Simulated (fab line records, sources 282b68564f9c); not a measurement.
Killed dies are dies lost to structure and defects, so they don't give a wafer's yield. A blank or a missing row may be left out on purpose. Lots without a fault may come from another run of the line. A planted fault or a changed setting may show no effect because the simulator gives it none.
Which tool did it? | flow rit_cmos | 14 lots, 42 wafers sampled, at 2 steps of a route of 202

WHAT THE GAUGES READ, wafer by wafer
RIT_CONTACT_CD_MEAS_08: target cd 1000 nm.
lot  | measured    | on        | cd_nm (nm)
L231 | day 3 09:27 | cd_sem-01 | 999.9 1001.5 1002.5
L233 | day 3 19:34 | cd_sem-02 | 1003.5 999.6 999.7
L234 | day 3 21:10 | cd_sem-01 | 1003.0 1003.4 1003.9
L236 | day 4 05:51 | cd_sem-01 | 1003.6 1002.1 1003.6
L238 | day 4 13:53 | cd_sem-02 | 1003.2 1001.1 1001.3
L239 | day 4 20:16 | cd_sem-01 | 997.5 1001.3 998.8
L241 | day 5 05:58 | cd_sem-01 | 1001.5 999.6 998.8
L242 | day 5 10:16 | cd_sem-01 | 997.7 996.1 998.6
L245 | day 6 02:09 | cd_sem-01 | 1002.1 1002.1 1001.6
L249 | day 6 21:32 | cd_sem-01 | 998.6 999.4 998.2
L251 | day 7 08:22 | cd_sem-01 | 997.5 998.2 1001.1
L252 | day 7 12:41 | cd_sem-01 | 998.3 1000.4 1000.6
L253 | day 7 18:37 | cd_sem-02 | 998.5 999.2 998.1
L254 | day 8 04:02 | cd_sem-02 | 999.8 1001.4 1002.1

WHICH TOOL RAN EACH LOT (tool, then ch and the chambers of the sampled wafers, then the start)
lot  | RIT_NWELL_STRIP_09
L231 | plasma_asher-03 ch 0,1, day 1 21:55
L233 | plasma_asher-01 ch 0,1, day 2 07:58
L234 | plasma_asher-04 ch 0,1, day 2 12:22
L236 | plasma_asher-03 ch 0,1, day 2 23:19
L238 | plasma_asher-01 ch 0,1, day 3 08:12
L239 | plasma_asher-03 ch 0,1, day 3 14:25
L241 | plasma_asher-04 ch 0,1, day 3 23:35
L242 | plasma_asher-03 ch 0,1, day 4 04:03
L245 | plasma_asher-04 ch 0,1, day 4 19:58
L249 | plasma_asher-03 ch 0,1, day 5 14:47
L251 | plasma_asher-03 ch 0,1, day 6 01:21
L252 | plasma_asher-03 ch 0,1, day 6 05:49
L253 | plasma_asher-03 ch 0,1, day 6 11:38
L254 | plasma_asher-03 ch 0,1, day 6 15:58
- RIT_NWELL_STRIP_09: strips in O2, time 180 s.

WHAT THE TOOLS THEMSELVES READ (means of the sampled wafers that have a number; where no wafer has one, the mark that the record gives instead)
RIT_NWELL_STRIP_09.
lot  | tool            | chamber_pressure_mTorr (mTorr) | drypump_motor_current_A (A)
L231 | plasma_asher-03 | 4003                           | 5.5
L233 | plasma_asher-01 | 4000                           | 5.7
L234 | plasma_asher-04 | 3999                           | 5.1
L236 | plasma_asher-03 | 4002                           | 5.6
L238 | plasma_asher-01 | 4000                           | 5.7
L239 | plasma_asher-03 | 4001                           | 5.6
L241 | plasma_asher-04 | 3997                           | 5.1
L242 | plasma_asher-03 | 4002                           | 5.5
L245 | plasma_asher-04 | 4003                           | 5.3
L249 | plasma_asher-03 | 3999                           | 5.7
L251 | plasma_asher-03 | 3999                           | 5.5
L252 | plasma_asher-03 | 4001                           | 5.5
L253 | plasma_asher-03 | 3997                           | 5.7
L254 | plasma_asher-03 | 4004                           | 5.6

THE ANSWER, worked out from the rows above alone
Rule: what is usual is taken from the lots themselves. Put in order of their means at a reading, lots are off if they are a third of the lots or fewer, leave a main group of 4 or more, and stand apart from it by a gap of 3 or more times the standard deviation of the main group's means; of several such gaps the widest counts. A main group whose means are all the same, to the digits that the tables above print for the reading, isn't used. A lot without any number at a reading at which 4 lots or more have one is off too. The other lots that the step has rows for count as sound. The gauges are gone through in route order, then the tools' own readings, and for those a lot's mean is taken as printed above. The first step at which some lot is off is used, and at that step the reading that is off furthest; a lot without a number counts as furthest.
No lot is off at any reading shown: from this, nothing can be told.

WHAT THE SIMULATOR HAD PUT IN
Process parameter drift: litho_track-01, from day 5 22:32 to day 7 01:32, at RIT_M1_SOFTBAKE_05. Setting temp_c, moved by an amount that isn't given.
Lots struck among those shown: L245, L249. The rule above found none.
